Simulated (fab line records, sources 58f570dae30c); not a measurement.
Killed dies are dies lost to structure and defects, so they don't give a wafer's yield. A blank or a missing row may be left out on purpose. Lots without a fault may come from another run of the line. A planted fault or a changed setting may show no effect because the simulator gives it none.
A struck lot beside a sound one | flow berkeley_cmos170 | 18 steps out of a route of 331
Sound: wafers L411.3, L411.4, L411.6. Struck: wafers L424.2, L424.3, L424.6. The cause comes at the end.
At each step with rows: each side's tool, then ch and its chambers, then its first start. Under that, the readings that differ: sound wafers | struck wafers | difference of the means | sigmas: that difference in standard deviations of wafers without a fault.
alike: readings whose means differ by less than 2 such deviations, and words and numbers that are the same on both sides. not compared: withheld readings, readings that some wafer has no value for, bounds like >300 that may hide the same value, and numbers for which the record gives no deviation and whose values overlap.
The two part at a step that has a row with sigmas, a row that says differs or no value, or rows on one side only. Numbers that don't overlap but have no deviation are shown without sigmas and don't part them. A reading that every wafer of one side lacks parts them only if that side has two wafers or more.

UCB170_M2_ETCH_17: etches BARC in N2/H2.
  sound on rie_diel-02 ch 0,1,2, day 7 11:48; struck on rie_diel-02 ch 1,2,3, day 10 22:57
  alike: drypump_motor_current_A, oes_product_au, throttle_valve_pct
UCB170_M2_METAL_ETCH_18: etches Al in Cl2/BCl3, stops on SiO2, target depth 1170 nm, time 195 s.
  sound on rie_metal-03 ch 0,1, day 7 11:55; struck on rie_metal-04 ch 0,1, day 10 22:59
  alike: drypump_motor_current_A, oes_product_au, throttle_valve_pct
  not compared: rf_hours_counter_h
UCB170_M2_STRIP_19: strips in O2.
  sound on plasma_asher-04 ch 0,1, day 7 12:04; struck on plasma_asher-04 ch 0, day 10 23:11
  alike: drypump_motor_current_A, o2_flow_sccm, oes_product_au
  not compared: rf_hours_counter_h
UCB170_M2_CD_MEAS_90: target cd 700 nm.
  sound on cd_sem-02, day 7 12:10; struck on cd_sem-02, day 10 23:18
  alike: cd_nm
UCB170_V2_CVD_00: deposits SiO2 from TEOS/O2, target thk 2000 nm, time 250 s.
  sound on pecvd-01 ch 0,1,2, day 7 12:15; struck on pecvd-03 ch 0,1, day 10 23:24
  alike: heater_power_w
UCB170_V2_THK_MEAS_01:
  sound on film_metro-03, day 7 12:26; struck on film_metro-03, day 10 23:34
  alike: V2_TEOS_THK
UCB170_V2_CMP_02: polishes SiO2.
  sound on cmp-02 ch 0,2, day 7 12:28; struck on cmp-02 ch 0,2, day 10 23:37
  alike: head_pressure_psi, motor_current_A
UCB170_V2_BOW_MEAS_03:
  sound on film_metro-04, day 7 12:50; struck on film_metro-04, day 10 23:56
  alike: V2_BOW
UCB170_V2_THK_MEAS_04:
  sound on film_metro-04, day 7 12:56; struck on film_metro-04, day 11 00:03
  reading              | sound             | struck               | difference | sigmas
  V2_POLISHED_THK (nm) | 998.4 999.4 998.4 | 1001.5 1002.0 1000.7 | +2.7       | +3
then, 3 steps without rows for these wafers: UCB170_V2_CLEAN_05 (cleans in DIW); UCB170_V2_HMDS_06 (prime time 60 s); UCB170_V2_COAT_07 (resist thk 900 nm).
UCB170_V2_SOFTBAKE_08: time 60 s.
  sound on litho_track-01 ch 0, day 7 13:30; struck on litho_track-01 ch 0, day 11 00:42
  reading                             | sound                | struck               | difference | sigmas
  heater_power_total_W (W)            | 56.83 56.80 56.83    | 67.41 67.37 67.42    | +10.58     | +99 or more
  plate_temp_C (C)                    | 130.07 129.80 130.01 | 148.26 148.59 148.56 | +18.51     | +99 or more
  model.KrF_of_V2_COAT_07.thk_nm (nm) | 897.7 900 897.9      | 882.2 879.2 882.3    | -17.3      |
then, 2 steps without rows for these wafers: UCB170_V2_EXPOSE_09 (exposes mask VIA2, target cd 700 nm); UCB170_V2_PEB_10.
UCB170_V2_DEVELOP_11: develop time 45 s.
  sound on litho_track-04 ch 0; struck on litho_track-03 ch 0
  reading                             | sound             | struck            | difference | sigmas
  model.KrF_of_V2_COAT_07.thk_nm (nm) | 883.5 885.8 883.6 | 868.3 865.2 868.3 | -17.0      |
UCB170_V2_CD_MEAS_12: target cd 700 nm.
  sound on cd_sem-01, day 7 14:10; struck on cd_sem-02, day 11 02:02
  reading    | sound             | struck            | difference | sigmas
  cd_nm (nm) | 698.4 698.3 698.7 | 761.3 761.0 759.8 | +62.2      | +48
  not compared: hold
UCB170_M3_PROBE_99:
  the record has rows for the sound wafers here (prober-01, day 7 18:18) and none for the struck ones

WHERE THEY PART
First at UCB170_V2_THK_MEAS_04; last, within this record, at UCB170_M3_PROBE_99.

WHY: what the simulator had put in
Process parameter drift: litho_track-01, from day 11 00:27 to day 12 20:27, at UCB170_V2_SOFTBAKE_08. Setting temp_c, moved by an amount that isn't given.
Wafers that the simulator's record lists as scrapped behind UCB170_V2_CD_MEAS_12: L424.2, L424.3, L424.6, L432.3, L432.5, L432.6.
